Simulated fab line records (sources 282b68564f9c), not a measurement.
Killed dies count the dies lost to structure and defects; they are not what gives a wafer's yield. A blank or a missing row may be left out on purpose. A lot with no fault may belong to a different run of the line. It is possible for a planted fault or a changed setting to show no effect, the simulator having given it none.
The tool behind it: which one?    flow ritCmos    14 lots with 42 wafers sampled at 3 steps, on a route of 202 steps

## WHAT EACH GAUGE READ, for each wafer
RIT_PWELL_TW_MEAS_10.
lot   measured     on            PWELL_TW
L856  day 1 23:02  filmMetro-02  960 956 957
L857  day 2 05:35  filmMetro-04  962 955 958
L858  day 2 09:26  filmMetro-02  958 960 962
L862  day 3 05:44  filmMetro-04  957 956 950
L864  day 3 14:42  filmMetro-04  945 946 944 944 943 948
L865  day 3 20:17  filmMetro-02  943 950 946
L870  day 4 20:49  filmMetro-02  955 962 962
L872  day 5 06:38  filmMetro-04  962 959 959
L873  day 5 11:21  filmMetro-04  960 962 964
L874  day 5 16:45  filmMetro-04  964 960 964
L875  day 5 22:31  filmMetro-02  962 955 957
L876  day 6 03:37  filmMetro-03  962 961 961
L878  day 6 12:42  filmMetro-02  953 952 951
L879  day 6 19:00  filmMetro-02  959 959 957

RIT_WELLDRIVE_RS_MEAS_02: uses a four-point probe to measure.
lot   measured     on            PWELL_RS (ohm/sq)
L856  day 2 04:56  filmMetro-02  429.7 430.6 429.5
L857  day 2 10:52  filmMetro-03  427.6 429.4 426.6
L858  day 2 14:59  filmMetro-02  429.4 430.6 426.8
L862  day 3 11:01  filmMetro-03  428.3 430.1 428.9
L864  day 3 22:04  filmMetro-03  440.1 441.5 438.3 440.1 440.2 438.7
L865  day 4 01:32  filmMetro-02  439.9 439.0 440.1 440.7 439.0 439.6
L870  day 5 02:05  filmMetro-04  429.8 429.1 428.4
L872  day 5 11:53  filmMetro-02  429.9 430.4 430.1
L873  day 5 16:37  filmMetro-02  430.3 429.4 430.4
L874  day 5 22:01  filmMetro-03  429.8 432.2 430.8
L875  day 6 03:46  filmMetro-04  429.1 431.5 430.3
L876  day 6 08:53  filmMetro-03  428.7 428.7 429.5
L878  day 6 17:58  filmMetro-03  431.7 430.1 430.4
L879  day 7 00:16  filmMetro-02  432.3 431.4 431.5

## WHICH TOOL RAN EACH LOT (tool, then ch and the chambers of the sampled wafers, then the start)
lot   RIT_PWELL_IMPLANT_08
L856  implanter-03 ch 0, day 1 22:43
L857  implanter-03 ch 0, day 2 05:16
L858  implanter-03 ch 0, day 2 09:08
L862  implanter-04 ch 0, day 3 05:26
L864  implanter-01 ch 0, day 3 14:22
L865  implanter-01 ch 0, day 3 19:58
L870  implanter-04 ch 0, day 4 20:30
L872  implanter-04 ch 0, day 5 06:18
L873  implanter-04 ch 0, day 5 11:01
L874  implanter-04 ch 0, day 5 16:25
L875  implanter-03 ch 0, day 5 22:11
L876  implanter-04 ch 0, day 6 03:18
L878  implanter-03 ch 0, day 6 12:22
L879  implanter-03 ch 0, day 6 18:41
- RIT_PWELL_IMPLANT_08

## AS READ BY THE TOOLS THEMSELVES (means over the sampled wafers that have a number; for cases with no such wafer, the mark the record gives instead)
RIT_PWELL_IMPLANT_08.
lot   tool          doseIonsCm2
L856  implanter-03  7e+13
L857  implanter-03  7e+13
L858  implanter-03  7e+13
L862  implanter-04  7e+13
L864  implanter-01  7e+13
L865  implanter-01  7e+13
L870  implanter-04  7e+13
L872  implanter-04  7e+13
L873  implanter-04  7e+13
L874  implanter-04  7e+13
L875  implanter-03  7e+13
L876  implanter-04  7e+13
L878  implanter-03  7e+13
L879  implanter-03  7e+13

## THE ANSWER, worked out from the rows above alone
Rule: usual is defined by the lots themselves. Put in order of their means at a reading, lots are off if they are a third of the lots or fewer, leave a main group of 4 or more, and stand apart from it by a gap of 3 or more times the standard deviation of the main group's means; of several such gaps the widest counts. A main group is skipped when, at the precision printed for the reading in the tables above, its means are all equal. A lot without any number at a reading at which 4 lots or more have one is off too. Any other lot the step has rows for is counted as sound. First the gauges in route order, then the tools' own readings, where a lot's mean is used as printed above. The first step at which some lot is off is used, and at that step the reading that is off furthest; a lot without a number counts as furthest.
Off: L864, L865, at RIT_WELLDRIVE_RS_MEAS_02 (PWELL_RS). Mean 429.8 ohm/sq and standard deviation 1 in the main group.
If a tool, at a process step before that reading, ran all the lots that are off and no sound lot after the first of them, it fits. Those tools and the gauges at RIT_WELLDRIVE_RS_MEAS_02 are tried in the same way. One fits: implanter-01 at RIT_PWELL_IMPLANT_08. It ran no sound lot before its first lot that is off in this sample, so the start can't be narrowed down.

## WHAT THE SIMULATOR PUT IN
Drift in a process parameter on implanter-01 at RIT_PWELL_IMPLANT_08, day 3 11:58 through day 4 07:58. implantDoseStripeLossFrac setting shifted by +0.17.
Struck lots among those shown: L864, L865. This agrees with what the rule above found.
